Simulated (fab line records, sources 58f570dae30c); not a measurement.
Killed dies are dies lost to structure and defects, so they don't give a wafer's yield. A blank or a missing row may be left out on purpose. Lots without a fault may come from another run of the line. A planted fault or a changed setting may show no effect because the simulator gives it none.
Which tool did it? | flow berkeley_cmos170 | 14 lots, 42 wafers sampled, at 1 step of a route of 331

WHAT THE GAUGES READ, wafer by wafer
UCB170_CONTACT_CD_MEAS_15: target cd 700 nm.
lot  | measured     | on        | cd_nm (nm)
L280 | day 8 18:54  | cd_sem-02 | 701.2 699.6 699.6
L283 | day 8 23:50  | cd_sem-02 | 700.4 698.2 700.3
L281 | day 9 01:47  | cd_sem-01 | 699.5 698.8 700.0
L287 | day 9 09:52  | cd_sem-02 | 702.2 702.6 702.6
L284 | day 9 10:02  | cd_sem-01 | 700.9 700.7 700.6
L285 | day 9 11:55  | cd_sem-02 | 699.0 697.8 698.4
L286 | day 9 12:07  | cd_sem-02 | 700.8 699.5 699.6
L289 | day 10 09:47 | cd_sem-01 | 700.8 699.8 698.7
L296 | day 12 00:32 | cd_sem-02 | 698.6 698.5 697.5
L298 | day 12 00:46 | cd_sem-02 | 700.9 700.4 700.6
L299 | day 12 01:00 | cd_sem-01 | 699.1 699.0 698.8
L300 | day 12 20:37 | cd_sem-02 | 699.8 699.9 699.1
L301 | day 12 20:54 | cd_sem-01 | 699.7 700.9 701.2
L302 | day 13 13:49 | cd_sem-02 | 701.0 703.0 699.3

WHICH TOOL RAN EACH LOT (tool, then ch and the chambers of the sampled wafers, then the start)
The record holds no process step before these readings.

WHAT THE TOOLS THEMSELVES READ (means of the sampled wafers that have a number; where no wafer has one, the mark that the record gives instead)
The record holds no such reading with a usual standard deviation.

THE ANSWER, worked out from the rows above alone
Rule: what is usual is taken from the lots themselves. Put in order of their means at a reading, lots are off if they are a third of the lots or fewer, leave a main group of 4 or more, and stand apart from it by a gap of 3 or more times the standard deviation of the main group's means; of several such gaps the widest counts. A main group whose means are all the same, to the digits that the tables above print for the reading, isn't used. A lot without any number at a reading at which 4 lots or more have one is off too. The other lots that the step has rows for count as sound. The gauges are gone through in route order, then the tools' own readings, and for those a lot's mean is taken as printed above. The first step at which some lot is off is used, and at that step the reading that is off furthest; a lot without a number counts as furthest.
No lot is off at any reading shown: from this, nothing can be told.

WHAT THE SIMULATOR HAD PUT IN
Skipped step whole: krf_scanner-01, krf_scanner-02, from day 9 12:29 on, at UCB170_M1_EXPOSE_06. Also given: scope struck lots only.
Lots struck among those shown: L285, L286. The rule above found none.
